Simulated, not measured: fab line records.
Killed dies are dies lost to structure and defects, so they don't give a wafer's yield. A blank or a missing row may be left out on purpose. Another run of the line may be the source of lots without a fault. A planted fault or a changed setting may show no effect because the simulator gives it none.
Which tool did it? ; flow berkeley_cmos170 ; 14 lots, 42 wafers sampled, at 3 steps of a route of 331

## WHAT EACH GAUGE READ, for each wafer
UCB170_ACTIVE_CD_MEAS_13 targets a cd of 1200 nm. Usual: cd_nm reads 1200.0 nm (standard deviation 1.3).
lot;measured;on;cd_nm (nm);flag
L831;day 4 09:37;cd_sem-01;1201.0 1199.9 1200.1;
L832;day 5 06:20;cd_sem-02;1200.6 1200.4 1199.5;
L834;day 5 10:19;cd_sem-02;1201.9 1201.7 1200.5;
L837;day 6 08:08;cd_sem-01;1201.1 1201.4 1200.3;
L841;day 6 16:49;cd_sem-02;1199.5 1199.5 1200.6;
L839;day 6 16:53;cd_sem-01;1200.8 1201.5 1199.8;
L846;day 7 23:55;cd_sem-02;1199.9 1200.0 1199.2;
L847;day 8 00:30;cd_sem-02;1199.3 1199.6 1199.1;
L849;day 8 15:07;cd_sem-02;1200.5 1200.8 1201.6;
L848;day 8 15:21;cd_sem-01;1201.8 1200.6 1202.3;
L851;day 9 04:11;cd_sem-01;1197.9 1199.0 1199.6;
L850;day 9 04:23;cd_sem-01;1198.0 1198.3 1198.5;
L852;day 9 05:04;cd_sem-02;1199.2 1199.4 1200.3;
L854;day 9 13:17;cd_sem-01;1199.9 1200.4 1198.2;

UCB170_FIELD_THK_MEAS_02. Usual: FIELD_OXIDE_THK gives 556 nm (standard deviation 9).
lot;measured;on;FIELD_OXIDE_THK (nm);flag
L831;day 4 22:55;film_metro-01;570 573 571;
L832;day 5 14:11;film_metro-01;565 566 567;
L834;day 5 20:40;film_metro-03;560 569 569;
L837;day 6 21:16;film_metro-03;570 571 567;
L841;day 7 03:05;film_metro-04;550 557 554;
L839;day 7 03:05;film_metro-01;553 553 561;
L846;day 8 09:33;film_metro-03;539 542 551;
L847;day 8 09:37;film_metro-01;552 550 549;
L849;day 9 00:13;film_metro-01;551 551 541;
L848;day 9 00:13;film_metro-04;556 564 560;
L851;day 9 14:25;film_metro-04;550 547 550;
L850;day 9 14:26;film_metro-03;555 555 550;
L852;day 9 14:30;film_metro-04;538 557 545;
L854;day 9 23:10;film_metro-01;562 570 557;

## TOOL THAT RAN EACH LOT (tool first, then ch and the chambers of the sampled wafers, then the start)
lot;UCB170_PFIELD_PEB_04
L831;litho_track-03 ch 0, day 4 12:38
L832;litho_track-02 ch 0, day 5 08:08
L834;litho_track-03 ch 0, day 5 14:17
L837;litho_track-02 ch 0, day 6 12:05
L841;litho_track-02, day 6 19:11
L839;litho_track-04, day 6 19:13
L846;litho_track-02 ch 0, day 8 02:04
L847;litho_track-02 ch 0, day 8 02:22
L849;litho_track-03 ch 0, day 8 16:28
L848;litho_track-04 ch 0, day 8 16:43
L851;litho_track-03 ch 0, day 9 06:14
L850;litho_track-04 ch 0, day 9 06:40
L852;litho_track-03 ch 0, day 9 07:01
L854;litho_track-04 ch 0, day 9 14:59
- UCB170_PFIELD_PEB_04

## WHAT THE TOOLS THEMSELVES READ (means of the sampled wafers that have a number; where no wafer has one, the mark that the record gives instead)
UCB170_PFIELD_PEB_04. Usual: chill_plate_temp_C 22.99 C, standard deviation 0.11; exhaust_pa 45.0 Pa, standard deviation 0.98; resist_line_temp_C 23.00 C, standard deviation 0.1.
lot;tool;chill_plate_temp_C (C);exhaust_pa (Pa);resist_line_temp_C (C);flag
L831;litho_track-03;23.01;45.5;22.99;
L832;litho_track-02;22.99;45.6;23.00;
L834;litho_track-03;23.16;44.5;22.88;
L837;litho_track-02;23.02;46.2;23.05;
L841;litho_track-02;-;-;-;OFF
L839;litho_track-04;-;-;-;OFF
L846;litho_track-02;23.01;45.9;22.95;
L847;litho_track-02;23.27;44.5;23.18;
L849;litho_track-03;22.90;44.9;22.85;
L848;litho_track-04;22.97;44.5;23.07;
L851;litho_track-03;23.04;44.5;22.84;
L850;litho_track-04;22.95;44.1;23.05;
L852;litho_track-03;22.99;45.0;23.04;
L854;litho_track-04;23.14;44.0;23.04;

## THE ANSWER, worked out from the rows above alone
Rule: take the mean of a lot's wafers that have a number; if it is more than 3 standard deviations from the usual mean, the lot is off. Also off: a lot with no number at a reading for which 4 or more lots have one. Any other lot the step has rows for is counted as sound. First the gauges in route order, then the tools' own readings, where a lot's mean is used as printed above. At the first step where some lot is off, the reading lying furthest off is the one used; lots without a number count as furthest.
Off: L841, L839 (UCB170_PFIELD_PEB_04, chill_plate_temp_C). Without a number there: L841, L839.
If a tool, at that step or one of the process steps before it, ran each lot that is off and ran no sound lot following the first of them, it fits. Of those tried, none fits.

## WHAT THE SIMULATOR HAD INSERTED
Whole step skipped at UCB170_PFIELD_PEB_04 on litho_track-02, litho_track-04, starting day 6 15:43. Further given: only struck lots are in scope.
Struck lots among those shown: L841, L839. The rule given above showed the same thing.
